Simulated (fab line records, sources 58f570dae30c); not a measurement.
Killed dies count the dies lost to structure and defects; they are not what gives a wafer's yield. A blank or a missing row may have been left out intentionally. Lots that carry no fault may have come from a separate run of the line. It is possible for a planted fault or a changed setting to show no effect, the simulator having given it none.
fab line records	flow berkeley-cmos170
[record] lots = 5	wafers = 23
route steps=331 shown M3@314
start-h: hours from the record's first day to the start of the lot's first wafer shown	wait-h: hours elapsed since this lot's preceding step	" repeats the value in the row above	L1.1+2: one row covering several wafers at once	- either no value or no given start	* or withheld: withheld	< > ~ a bound
route shown NAME@n: names a module that has steps shown in the file, with the first one's number in the route	usual: mean and standard deviation over wafers with no fault	same: alike in all rows	chamber/n: place in a boat	sites: each site's reading	_std_site: the standard deviation of these	_edge_site: inner sites' mean taken away from outer sites' mean	radius-mm: how far each site lies from the wafer's centre	mask NAME#n: copy n	behind: tool/chamber where the wafer was last shaped	hold: cause of the lot's hold/its duration in hours/its outcome	device: the n, p or np transistor that did not switch	end of line: the route-end tests of the same wafers	a step with no rows: only its recipe	killed: dies that structure and defects cost at the first sort, which is not the same as the wafer's yield	map: a wafer's dies, marking killed ones x, the rest . and places with no die _
set.NAME: the run value of the setting; set.NAME@STEP: its run value at that earlier step	model.NAME: the simulator's own value behind a step, which no gauge read
lots whose settings were changed on purpose; a table a step, a row a wafer
[[steps]]
[step UCB170_M3_COAT_05]
[recipe] resist = KrF	spin-rpm = 1500	resist-thk-nm = 900
lot.wafer	tool	chamber	start-h	wait-h	set.resist-thk-nm	model.KrF_of_M3_COAT_05.thk-nm
L074.1	litho-track-02	0	176.00	0.1	900	902.8
L074.2	"	0	"	"	900	901.6
L074.3	"	0	"	"	900	904.6
L074.4	"	0	"	"	900	903.8
L074.6	"	0	"	"	900	903.6
L079.3	litho-track-01	0	205.49	0.1	900	900.2
L079.4	"	0	"	"	900	899.8
L079.5	"	0	"	"	900	899.5
L081.1	litho-track-03	0	216.32	0.1	857.3	860.6
L081.2	"	0	"	"	857.3	861.3
L081.3	"	0	"	"	900	903.9
L081.5	"	0	"	"	900	903.3
L081.6	"	0	"	"	900	903.8
L082.1	litho-track-03	0	217.49	0.1	900	899.9
L082.2	"	0	"	"	900	898.5
L082.4	"	0	"	"	900	896.1
L082.5	"	0	"	"	900	900.9
L082.6	"	0	"	"	900	897.7
L085.1	litho-track-01	0	235.61	0.1	900	898.6
L085.2	"	0	"	"	900	902
L085.3	"	0	"	"	900	902.6
L085.5	"	0	"	"	946.5	945.8
L085.6	"	0	"	"	946.5	945.1
[step UCB170_M3_SOFTBAKE_06]
[recipe] resist = KrF	temp-c = 130	time-s = 60
[step UCB170_M3_STRIP_07]
[recipe] chemistry = O2	power-w = 400	pressure-mtorr = 3500	platen-temp-c = withheld	o2-flow-sccm = 400	overash-fraction = 0.5
[usual] strip-time-to-endpoint-s = 21.98/0.059
lot.wafer	tool	chamber	start-h	wait-h	set.resist-thk-nm@M3_COAT_05	strip-time-to-endpoint-s
L074.1	plasma-asher-02	1	176.30	0.1	900	22.03
L074.2	"	0	"	"	900	22.01
L074.3	"	1	"	"	900	22.07
L074.4	"	0	"	"	900	22.05
L074.6	"	1	"	"	900	22.06
L079.3	plasma-asher-03	1	205.77	0.1	900	21.95
L079.4	"	0	"	"	900	21.94
L079.5	"	0	"	"	900	21.95
L081.1	plasma-asher-03	1	216.62	0.1	857.3	21.03
L081.2	"	0	"	"	857.3	21.04
L081.3	"	1	"	"	900	22.06
L081.5	"	0	"	"	900	22.03
L081.6	"	1	"	"	900	22.05
L082.1	plasma-asher-02	0	217.79	0.1	900	21.96
L082.2	"	1	"	"	900	21.93
L082.4	"	0	"	"	900	21.85
L082.5	"	0	"	"	900	21.99
L082.6	"	1	"	"	900	21.91
L085.1	plasma-asher-03	0	235.91	0.1	900	21.94
L085.2	"	1	"	"	900	22.01
L085.3	"	0	"	"	900	22.03
L085.5	"	0	"	"	946.5	23.06
L085.6	"	1	"	"	946.5	23.05
[[key]]
[split] step = UCB170_M3_COAT_05	setting = resist-thk-nm	stated = 900	by = wafer
[response] step = UCB170_M3_COAT_05	reading = model.KrF_of_M3_COAT_05.thk-nm	change = +8.78	per = 1%	r = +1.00
[response] step = UCB170_M3_STRIP_07	reading = strip-time-to-endpoint-s	change = *	per = 1%	r = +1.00
